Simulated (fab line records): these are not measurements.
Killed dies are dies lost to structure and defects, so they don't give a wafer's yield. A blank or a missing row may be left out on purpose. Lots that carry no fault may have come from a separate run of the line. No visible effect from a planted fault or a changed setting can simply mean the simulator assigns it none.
Split-lot experiment | flow rit cmos | 23 wafers read from 5 lots, route of 202 steps

THE SPLIT
At RIT_CONTACT_CVD_00 (deposits SiO2 from TEOS, target thk 400 nm, time 61 s), the setting time s was moved away from the recipe's 61 s on 7 of the 23 wafers read, by -14.6% to -3.8%. The other wafers ran this setting at the recipe's value.

Split to reading: the file shows no intervening step.

THE READING
CONTACT_TEOS_THK in nanometres, read at RIT_CONTACT_THK_MEAS_01. Fault-free wafers of this fab line usually give 400 nm, standard deviation 6.2 nm.

wafer  | tool, chamber at the split | time s as run, s | against the recipe | CONTACT_TEOS_THK, nm | against lot-mates on the recipe
L078.1 | pecvd-03, 2                | 54.15            | -11.2%             | 351                  | -50
L078.2 | pecvd-03, 0                | 61               | recipe             | 399                  | -
L078.3 | pecvd-03, 1                | 61               | recipe             | 403                  | -
L078.5 | pecvd-03, 1                | 54.15            | -11.2%             | 361                  | -40
L078.6 | pecvd-03, 0                | 54.15            | -11.2%             | 362                  | -39
L080.1 | pecvd-04, 1                | 61               | recipe             | 396                  | -
L080.5 | pecvd-04, 0                | 61               | recipe             | 410                  | -
L080.6 | pecvd-04, 2                | 61               | recipe             | 408                  | -
L081.1 | pecvd-04, 1                | 52.08            | -14.6%             | 333                  | -64
L081.2 | pecvd-04, 2                | 52.08            | -14.6%             | 332                  | -65
L081.4 | pecvd-04, 2                | 61               | recipe             | 399                  | -
L081.5 | pecvd-04, 1                | 61               | recipe             | 395                  | -
L081.6 | pecvd-04, 0                | 61               | recipe             | 397                  | -
L084.1 | pecvd-03, 2                | 61               | recipe             | 385                  | -
L084.2 | pecvd-03, 1                | 61               | recipe             | 396                  | -
L084.3 | pecvd-03, 0                | 61               | recipe             | 393                  | -
L084.4 | pecvd-03, 0                | 61               | recipe             | 400                  | -
L084.5 | pecvd-03, 1                | 61               | recipe             | 399                  | -
L085.1 | pecvd-01, 1                | 61               | recipe             | 401                  | -
L085.2 | pecvd-01, 2                | 58.66            | -3.8%              | 384                  | -20
L085.4 | pecvd-01, 2                | 61               | recipe             | 405                  | -
L085.5 | pecvd-01, 0                | 61               | recipe             | 406                  | -
L085.6 | pecvd-01, 1                | 58.66            | -3.8%              | 390                  | -14

FIT RESULTS
A straight line over all 23 wafers: CONTACT_TEOS_THK changes by +4.18 nm for each +1% of time s; r = +0.96; the points scatter about the line by 6.3 nm.
The same after taking each lot's own level away (the mean of its wafers on the recipe; 23 wafers): +4.15 nm for each +1%; r = +0.98; scatter 4.6 nm.
That fit puts the effect of the largest move of time s on the reading at 61 nm.
Measured against the standard deviation above, the lots' own levels, which go from 394.6 to 404.7 nm, span 1.6 times it.
Consequently the slope shifts little with the lot-to-lot level, the two slopes agreeing.
Check: for one of the wafers moved furthest among these (-14.6%), held out of the fit, the line's prediction against its lot-mates is -59.5 nm. It came out at -64 nm against them.

OTHER SPLITS ON THESE WAFERS
Other splits were also applied to these wafers ahead of the reading. Each is held against what the fit with the lots' levels taken away leaves over:
other split on the same wafers              | wafers away from the commonest value | r with CONTACT_TEOS_THK (lot level and that fit taken away)
RIT_PSD_IMPLANT_08 dose cm2                 | 5                                    | +0.44
RIT_SILICIDE_SPUTTER_01 chamber pressure pa | 10                                   | -0.26

THE WHOLE CHAIN: every reading that the file lists as answering this split, in the file's order
step                    | what it does                                                          | reading                                                                        | change (the file's fit)              | r (the file's)
RIT_CONTACT_CVD_00      | deposits SiO2 from TEOS, target thk 400 nm, time 61 s                 | SiO2_of_CONTACT_CVD_00.thk nm (the simulator's own value, which no gauge read) | +4.23 nm for each +1% of the setting | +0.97
RIT_CONTACT_THK_MEAS_01 |                                                                       | CONTACT_TEOS_THK                                                               | +4.23 for each +1% of the setting    | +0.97
RIT_M1_METAL_ETCH_12    | etches Al in Cl2/BCl3, stops on SiO2, time 165 s, target depth 600 nm | SiO2_of_CONTACT_CVD_00.thk nm (the simulator's own value, which no gauge read) | +4.26 nm for each +1% of the setting | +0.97

THE FILE'S OWN FIT
CONTACT_TEOS_THK changes by +4.23 nm for each +1% of time s, r = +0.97.
